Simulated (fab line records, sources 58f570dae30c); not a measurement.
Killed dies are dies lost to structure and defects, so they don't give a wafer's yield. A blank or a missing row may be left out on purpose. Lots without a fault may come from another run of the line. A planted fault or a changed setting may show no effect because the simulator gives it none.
Which tool did it? | flow berkeley_cmos170 | 6 lots, 18 wafers sampled, at 2 steps of a route of 331

WHAT THE GAUGES READ, wafer by wafer
UCB170_NVT_OVL_MEAS_06.
lot  | measured     | on         | NVT_OVL (nm)
L693 | day 7 05:55  | overlay-01 | -7 -4 -10
L694 | day 7 22:02  | overlay-02 | -4 0 -2
L696 | day 7 21:53  | overlay-01 | -5 -3 -1
L699 | day 8 07:48  | overlay-02 | -3 -2 -1
L707 | day 10 09:46 | overlay-01 | 2 3 -1
L710 | day 11 04:41 | overlay-02 | -2 3 -1

WHICH TOOL RAN EACH LOT (tool, then ch and the chambers of the sampled wafers, then the start)
lot  | UCB170_NVT_EXPOSE_03
L693 | krf_scanner-02 ch 0, day 7 05:04
L694 | krf_scanner-02 ch 0, day 7 21:38
L696 | krf_scanner-01 ch 0, day 7 21:24
L699 | krf_scanner-01 ch 0, day 8 07:08
L707 | krf_scanner-01 ch 0, day 10 09:08
L710 | krf_scanner-01 ch 0, day 11 04:06
- UCB170_NVT_EXPOSE_03: exposes mask PWELL, target cd 3000 nm.

THE ANSWER, worked out from the rows above alone
Rule: what is usual is taken from the lots themselves. Put in order of their means at a reading, lots are off if they are a third of the lots or fewer, leave a main group of 4 or more, and stand apart from it by a gap of 3 or more times the standard deviation of the main group's means; of several such gaps the widest counts. A main group whose means are all the same, to the digits that the tables above print for the reading, isn't used. A lot without any number at a reading at which 4 lots or more have one is off too. The other lots that the step has rows for count as sound.
No lot is off at any reading shown: from this, nothing can be told.

WHAT THE SIMULATOR HAD PUT IN
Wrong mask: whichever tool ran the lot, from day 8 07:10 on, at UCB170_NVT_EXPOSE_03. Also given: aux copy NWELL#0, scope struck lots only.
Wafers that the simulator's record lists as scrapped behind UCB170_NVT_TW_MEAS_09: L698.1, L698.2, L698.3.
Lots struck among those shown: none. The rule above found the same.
